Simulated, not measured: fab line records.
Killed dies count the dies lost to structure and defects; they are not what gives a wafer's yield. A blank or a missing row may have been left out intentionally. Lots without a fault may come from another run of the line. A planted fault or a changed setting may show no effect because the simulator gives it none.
Problem report, 8D (eight disciplines) form, completed by code + flow rit-cmos + the parts of the form that need people (team, actions taken, sign-off) are left out

== 1. THE ISSUE ==
At RIT_GATE_ETCH_19, rf-fwd-power-W averages 133.7 W over 3 wafers from 2 lots, while fault-free wafers read 159.4 W, standard deviation 0.48. Measured from the usual mean, that is -54 standard deviations.
The step: etches poly-Si in SF6/CHF3/O2, stops on SiO2, time 165 s, target depth 312.5 nm.
First seen on wafer L968.3, day 6 10:19, on rie-si-02. The record holds 42 wafers of 14 lots with a number at this step. The rule behind "out" and "out of limits": a value lying over 4 standard deviations away from the usual mean. All remaining wafers that have a number are taken as sound.

== 2. WHAT IT IS, AND WHAT IT ISN'T ==
| question                    | is                     | is not                                                                          |
|-----------------------------|------------------------|---------------------------------------------------------------------------------|
| which readings at this step | rf-fwd-power-W         | drypump-motor-current-A, oes-product-au, throttle-valve-pct                     |
| which lots                  | L968, L970             | L950, L952, L955, L956, L957, L958, L959, L960, L961, L963, L971, L973          |
| which wafers of those lots  | L968.3, L968.5, L970.2 | L968.6, L970.1, L970.4                                                          |
| read on which tools         | rie-si-02              | rie-si-01                                                                       |
| when                        | from day 6 10:19       | up to then (31 sound wafers); but 8 sound wafers of L970, L971, L973 came after |

== 3. WHAT RULES OUT EACH SUSPECT ==
Counting: if a tool at a process step up to the reading ran every lot that is out, it stays a suspect. Sound lots after the first of them don't rule it out here, since some wafers of a struck lot are sound.
- rie-si-02 at RIT_GATE_ETCH_19 (etches poly-Si in SF6/CHF3/O2, stops on SiO2, time 165 s, target depth 312.5 nm): kept. Every lot that is out went through it, the first being L968 (day 6 10:19); the last sound lot it ran before that was L960 (day 4 14:24). On those wafers its own readings are out: rf-fwd-power-W.
- Within rie-si-02 at RIT_GATE_ETCH_19: the wafers that are out ran in chamber 3; their sound lot-mates ran in chambers 1, 2.
The count leaves rie-si-02 at RIT_GATE_ETCH_19.

== 4. THE CAUSE (what the simulator had put in) ==
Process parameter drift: rie-si-02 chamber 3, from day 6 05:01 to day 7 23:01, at RIT_GATE_ETCH_19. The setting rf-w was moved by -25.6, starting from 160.
Only this tool survived the counting.

== 5. SEQUENCE OF EFFECTS, ordered by route ==
Rows list readings where the struck wafers' mean (over those with a number) sits beyond 3 standard deviations from the usual. Only readings whose record carries a usual standard deviation are examined. hours: median over the lots of the time between each lot's start at the first step of this table that gives one and its start at this step. sigmas: the change, counted in usual standard deviations.
| hours | step             | reading        | usual   | on struck wafers | change | sigmas |
|-------|------------------|----------------|---------|------------------|--------|--------|
| 0     | RIT_GATE_ETCH_19 | rf-fwd-power-W | 159.4 W | 133.7            | -25.7  | -54    |
It contains these process steps:
- RIT_GATE_ETCH_19: etches poly-Si in SF6/CHF3/O2, stops on SiO2, time 165 s, target depth 312.5 nm.

== 6. WHAT WOULD HAVE CAUGHT IT SOONER ==
In this record no reading fell out of limits until day 6 10:19, 5 hours after the fault had begun at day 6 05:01.
